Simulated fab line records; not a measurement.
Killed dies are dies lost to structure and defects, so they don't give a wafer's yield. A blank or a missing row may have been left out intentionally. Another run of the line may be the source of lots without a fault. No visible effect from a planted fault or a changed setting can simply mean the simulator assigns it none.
Lot-split experiment || flow berkeley-cmos170 || 23 wafers read from 5 lots, route of 331 steps

ABOUT THE SPLIT
At UCB170_PFIELD_IMPLANT_07, the setting dose-cm2 was moved away from the recipe's 2e+13 on 8 of the 23 wafers read, by -6.4% to -2.2%. The other wafers ran this setting at the recipe's value.

FROM THE SPLIT ON TO THE READING: in between, the file shows 1 step
- UCB170_PFIELD_STRIP_08: strips in O2

THE READING
PFIELD_TW, at UCB170_PFIELD_TW_MEAS_09. On this fab line, fault-free wafers typically give 602 with a standard deviation of 3.9.

{"wafer": "L076.1", "tool, chamber at the split": "implanter-04, 0", "dose-cm2 as run": 2e+13, "against the recipe": "recipe", "PFIELD_TW": 599, "against lot-mates on the recipe": "-"}
{"wafer": "L076.2", "tool, chamber at the split": "implanter-04, 0", "dose-cm2 as run": 1.919e+13, "against the recipe": "-4.0%", "PFIELD_TW": 592, "against lot-mates on the recipe": -7}
{"wafer": "L076.3", "tool, chamber at the split": "implanter-04, 0", "dose-cm2 as run": 2e+13, "against the recipe": "recipe", "PFIELD_TW": 600, "against lot-mates on the recipe": "-"}
{"wafer": "L076.4", "tool, chamber at the split": "implanter-04, 0", "dose-cm2 as run": 2e+13, "against the recipe": "recipe", "PFIELD_TW": 597, "against lot-mates on the recipe": "-"}
{"wafer": "L076.6", "tool, chamber at the split": "implanter-04, 0", "dose-cm2 as run": 1.919e+13, "against the recipe": "-4.0%", "PFIELD_TW": 590, "against lot-mates on the recipe": -9}
{"wafer": "L077.1", "tool, chamber at the split": "implanter-01, 0", "dose-cm2 as run": 1.882e+13, "against the recipe": "-5.9%", "PFIELD_TW": 587, "against lot-mates on the recipe": -11}
{"wafer": "L077.2", "tool, chamber at the split": "implanter-01, 0", "dose-cm2 as run": 2e+13, "against the recipe": "recipe", "PFIELD_TW": 597, "against lot-mates on the recipe": "-"}
{"wafer": "L077.3", "tool, chamber at the split": "implanter-01, 0", "dose-cm2 as run": 2e+13, "against the recipe": "recipe", "PFIELD_TW": 598, "against lot-mates on the recipe": "-"}
{"wafer": "L077.4", "tool, chamber at the split": "implanter-01, 0", "dose-cm2 as run": 2e+13, "against the recipe": "recipe", "PFIELD_TW": 600, "against lot-mates on the recipe": "-"}
{"wafer": "L077.6", "tool, chamber at the split": "implanter-01, 0", "dose-cm2 as run": 1.882e+13, "against the recipe": "-5.9%", "PFIELD_TW": 588, "against lot-mates on the recipe": -10}
{"wafer": "L081.1", "tool, chamber at the split": "implanter-04, 0", "dose-cm2 as run": 1.872e+13, "against the recipe": "-6.4%", "PFIELD_TW": 584, "against lot-mates on the recipe": -12}
{"wafer": "L081.2", "tool, chamber at the split": "implanter-04, 0", "dose-cm2 as run": 2e+13, "against the recipe": "recipe", "PFIELD_TW": 595, "against lot-mates on the recipe": "-"}
{"wafer": "L081.4", "tool, chamber at the split": "implanter-04, 0", "dose-cm2 as run": 1.872e+13, "against the recipe": "-6.4%", "PFIELD_TW": 582, "against lot-mates on the recipe": -14}
{"wafer": "L081.5", "tool, chamber at the split": "implanter-04, 0", "dose-cm2 as run": 2e+13, "against the recipe": "recipe", "PFIELD_TW": 597, "against lot-mates on the recipe": "-"}
{"wafer": "L081.6", "tool, chamber at the split": "implanter-04, 0", "dose-cm2 as run": 2e+13, "against the recipe": "recipe", "PFIELD_TW": 597, "against lot-mates on the recipe": "-"}
{"wafer": "L079.1", "tool, chamber at the split": "implanter-01, 0", "dose-cm2 as run": 2e+13, "against the recipe": "recipe", "PFIELD_TW": 595, "against lot-mates on the recipe": "-"}
{"wafer": "L079.2", "tool, chamber at the split": "implanter-01, 0", "dose-cm2 as run": 1.955e+13, "against the recipe": "-2.2%", "PFIELD_TW": 595, "against lot-mates on the recipe": -1}
{"wafer": "L079.4", "tool, chamber at the split": "implanter-01, 0", "dose-cm2 as run": 1.955e+13, "against the recipe": "-2.2%", "PFIELD_TW": 593, "against lot-mates on the recipe": -3}
{"wafer": "L079.5", "tool, chamber at the split": "implanter-01, 0", "dose-cm2 as run": 2e+13, "against the recipe": "recipe", "PFIELD_TW": 598, "against lot-mates on the recipe": "-"}
{"wafer": "L079.6", "tool, chamber at the split": "implanter-01, 0", "dose-cm2 as run": 2e+13, "against the recipe": "recipe", "PFIELD_TW": 595, "against lot-mates on the recipe": "-"}
{"wafer": "L083.1", "tool, chamber at the split": "implanter-02, 0", "dose-cm2 as run": 2e+13, "against the recipe": "recipe", "PFIELD_TW": 601, "against lot-mates on the recipe": "-"}
{"wafer": "L083.5", "tool, chamber at the split": "implanter-02, 0", "dose-cm2 as run": 2e+13, "against the recipe": "recipe", "PFIELD_TW": 607, "against lot-mates on the recipe": "-"}
{"wafer": "L083.6", "tool, chamber at the split": "implanter-02, 0", "dose-cm2 as run": 2e+13, "against the recipe": "recipe", "PFIELD_TW": 604, "against lot-mates on the recipe": "-"}

THE FIT
A straight line over all 23 wafers: PFIELD_TW changes by +2.15 for each +1% of dose-cm2; r = +0.88; the points scatter about the line by 2.9.
The same after taking each lot's own level away (the mean of its wafers on the recipe; 23 wafers): +1.94 for each +1%; r = +0.95; scatter 1.6.
Per that fit: largest dose-cm2 move, reading shift of 12.
Measured against the standard deviation above, the lots' own levels, which go from 596.0 to 604.0, span 2.1 times it.
Hence the slope depends on the lot-to-lot level, as the two fits are not the same.
Check: with one of the wafers moved furthest among these (-6.4%) left out of the fit, the line predicts -12.2 for it against its lot-mates. Against them it came out at -12.3.

OTHER SPLITS APPLIED TO THESE WAFERS
These wafers also went through other splits before the reading. Each is held against what the fit with the lots' levels taken away leaves over:
{"other split on the same wafers": "UCB170_NWELL_IMPLANT_14 dose-cm2", "wafers away from the commonest value": 5, "r with PFIELD_TW (lot level and that fit taken away)": -0.06}
{"other split on the same wafers": "UCB170_PWELL_COAT_08 resist-thk-nm", "wafers away from the commonest value": 10, "r with PFIELD_TW (lot level and that fit taken away)": "+0.12"}
{"other split on the same wafers": "UCB170_PWELL_ETCH_14 over-etch-frac", "wafers away from the commonest value": 6, "r with PFIELD_TW (lot level and that fit taken away)": "+0.12"}
{"other split on the same wafers": "UCB170_WELLDRIVE_OXIDATION_01 temp-c", "wafers away from the commonest value": 15, "r with PFIELD_TW (lot level and that fit taken away)": -0.18}
{"other split on the same wafers": "UCB170_ACTIVE_COAT_08 resist-thk-nm", "wafers away from the commonest value": 8, "r with PFIELD_TW (lot level and that fit taken away)": -0.11}
{"other split on the same wafers": "UCB170_PFIELD_COAT_01 resist-thk-nm", "wafers away from the commonest value": 5, "r with PFIELD_TW (lot level and that fit taken away)": "+0.14"}

FILE'S OWN FIT
PFIELD_TW changes by +1.88 for each +1% of dose-cm2, r = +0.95.
